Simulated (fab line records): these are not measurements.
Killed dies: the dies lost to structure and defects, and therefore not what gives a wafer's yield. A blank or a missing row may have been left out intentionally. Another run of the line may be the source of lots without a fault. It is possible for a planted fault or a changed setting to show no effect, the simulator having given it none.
What tool caused it?	flow rit_cmos	13 lots with 39 wafers sampled at 5 steps, on a route of 202 steps

## WHAT THE GAUGES SHOWED, per wafer
RIT_GATE_CD_MEAS_16: target cd 150 nm.
lot	measured	on	cd_nm (nm)
L712	day 2 21:47	cd_sem-01	154.7 154.3 151.5
L713	day 3 03:17	cd_sem-01	148.9 149.3 149.5
L714	day 3 03:34	cd_sem-02	148.7 146.5 145.3
L715	day 3 10:50	cd_sem-01	152.1 152.9 152.7
L716	day 3 11:00	cd_sem-02	152.4 152.5 151.4
L717	day 3 14:35	cd_sem-02	149.2 149.5 150.6
L719	day 4 03:18	cd_sem-01	150.8 150.1 148.9
L720	day 4 06:33	cd_sem-02	148.6 147.9 149.6
L722	day 4 19:11	cd_sem-01	150.5 148.1 148.0
L723	day 5 07:08	cd_sem-01	149.3 148.6 149.3
L725	day 5 07:50	cd_sem-01	148.2 148.5 147.9
L726	day 5 15:17	cd_sem-02	163.2 163.9 164.6
L727	day 5 21:25	cd_sem-01	149.2 151.1 150.2

RIT_GATE_OVL_MEAS_17.
lot	measured	on	GATE_OVL (nm)
L712	day 2 21:55	overlay-02	0.8 1.6 0.9
L713	day 3 03:25	overlay-01	2.3 2.7 1.6
L714	day 3 03:40	overlay-01	0.4 1.2 -0.2
L715	day 3 10:55	overlay-01	1.4 -0.4 1.8
L716	day 3 11:07	overlay-01	0.5 0.4 -0.7
L717	day 3 14:43	overlay-01	2.4 1.3 0.7
L719	day 4 03:23	overlay-01	0.5 2.6 3.9
L720	day 4 06:40	overlay-01	0.9 0.7 1.3
L722	day 4 19:17	overlay-02	1.7 1.6 0.8
L723	day 5 07:14	overlay-02	1.8 1.7 2.2
L725	day 5 07:58	overlay-02	-0.6 -2.2 -1.4
L726	day 5 15:25	overlay-01	2.8 -0.5 0.3
L727	day 5 21:32	overlay-01	-0.1 0.5 -0.7

RIT_SDANNEAL_RS_MEAS_06: measures by four-point-probe.
lot	measured	on	PLDD_RS (ohm/sq)
L712	day 3 12:32	film_metro-03	179.6 179.0 179.1
L713	day 3 18:35	film_metro-03	179.3 179.4 179.1
L714	day 3 20:02	film_metro-02	178.7 178.6 178.8
L715	day 4 00:30	film_metro-02	179.6 179.3 179.0
L716	day 4 01:56	film_metro-04	179.3 179.1 179.4
L717	day 4 04:23	film_metro-03	178.8 178.6 178.7
L719	day 4 18:53	film_metro-02	178.2 178.6 179.0
L720	day 4 20:34	film_metro-04	178.9 179.0 179.3
L722	day 5 08:59	film_metro-03	178.8 179.3 178.1
L723	day 5 19:50	film_metro-04	178.8 179.3 178.8
L725	day 5 23:44	film_metro-03	179.6 179.6 179.5
L726	day 6 05:17	film_metro-03	179.1 178.6 179.0
L727	day 6 10:44	film_metro-03	179.1 179.2 179.3

## WHAT TOOL EACH LOT RAN ON (gives the tool, then ch and the chambers of the sampled wafers, and finally the start)
lot	RIT_GATE_EXPOSE_13	RIT_NSD_STRIP_09
L712	iline_stepper-02 ch 0, day 2 21:14	plasma_asher-02 ch 0,1, day 3 09:49
L713	iline_stepper-02 ch 0, day 3 02:53	plasma_asher-03 ch 0,1, day 3 15:54
L714	iline_stepper-02 ch 0, day 3 03:01	plasma_asher-03 ch 0,1, day 3 17:23
L715	iline_stepper-01 ch 0, day 3 10:25	plasma_asher-02 ch 0,1, day 3 21:58
L716	iline_stepper-02 ch 0, day 3 10:36	plasma_asher-01 ch 0,1, day 3 23:25
L717	iline_stepper-02 ch 0, day 3 14:11	plasma_asher-02 ch 0,1, day 4 02:02
L719	iline_stepper-02 ch 0, day 4 02:54	plasma_asher-02 ch 0,1, day 4 15:55
L720	iline_stepper-02 ch 0, day 4 06:09	plasma_asher-03 ch 0,1, day 4 18:04
L722	iline_stepper-02 ch 0, day 4 18:47	plasma_asher-02 ch 0,1, day 5 06:34
L723	iline_stepper-02 ch 0, day 5 06:44	plasma_asher-03 ch 0,1, day 5 17:25
L725	iline_stepper-01 ch 0, day 5 07:25	plasma_asher-01 ch 0,1, day 5 20:59
L726	iline_stepper-02 ch 0, day 5 14:53	plasma_asher-02 ch 0,1, day 6 02:56
L727	iline_stepper-01 ch 0, day 5 21:01	plasma_asher-03 ch 0,1, day 6 08:23
- RIT_GATE_EXPOSE_13: exposes mask M6, target cd 150 nm.
- RIT_NSD_STRIP_09: strips in O2, time 180 s.

## AS READ BY THE TOOLS THEMSELVES (means over the sampled wafers that have a number; for cases with no such wafer, the mark the record gives instead)
RIT_NSD_STRIP_09.
lot	tool	drypump_motor_current_A (A)	rf_refl_power_W (W)
L712	plasma_asher-02	5.6	6.9
L713	plasma_asher-03	5.6	6.7
L714	plasma_asher-03	5.7	6.6
L715	plasma_asher-02	5.6	7.1
L716	plasma_asher-01	5.1	6.3
L717	plasma_asher-02	5.6	7.0
L719	plasma_asher-02	5.9	7.1
L720	plasma_asher-03	5.7	6.4
L722	plasma_asher-02	5.6	7.2
L723	plasma_asher-03	5.8	7.3
L725	plasma_asher-01	5.1	6.0
L726	plasma_asher-02	5.8	7.1
L727	plasma_asher-03	5.7	6.5

## THE ANSWER, worked out from the rows above alone
Rule: what is usual is taken from the lots themselves. Put in order of their means at a reading, lots are off if they are a third of the lots or fewer, leave a main group of 4 or more, and stand apart from it by a gap of 3 or more times the standard deviation of the main group's means; of several such gaps the widest counts. The tables above print the reading to a certain number of digits; a main group whose means all agree to those digits is not used. A lot without any number at a reading at which 4 lots or more have one is off too. The other lots that the step has rows for count as sound. The gauges are gone through in route order, then the tools' own readings, and for those a lot's mean is taken as printed above. At the first step where some lot is off, the reading lying furthest off is the one used; lots without a number count as furthest.
Off: L726 (RIT_GATE_CD_MEAS_16, cd_nm). For the main group the mean is 149.9 nm and the standard deviation 1.8.
If a tool, at a process step before that reading, ran all the lots that are off and no sound lot after the first of them, it fits. Those tools and the gauges at RIT_GATE_CD_MEAS_16 are tried in the same way. Can't be told from this: 2 tools fit, iline_stepper-02 at RIT_GATE_EXPOSE_13, cd_sem-02 at RIT_GATE_CD_MEAS_16.

## WHAT THE SIMULATOR HAD INSERTED
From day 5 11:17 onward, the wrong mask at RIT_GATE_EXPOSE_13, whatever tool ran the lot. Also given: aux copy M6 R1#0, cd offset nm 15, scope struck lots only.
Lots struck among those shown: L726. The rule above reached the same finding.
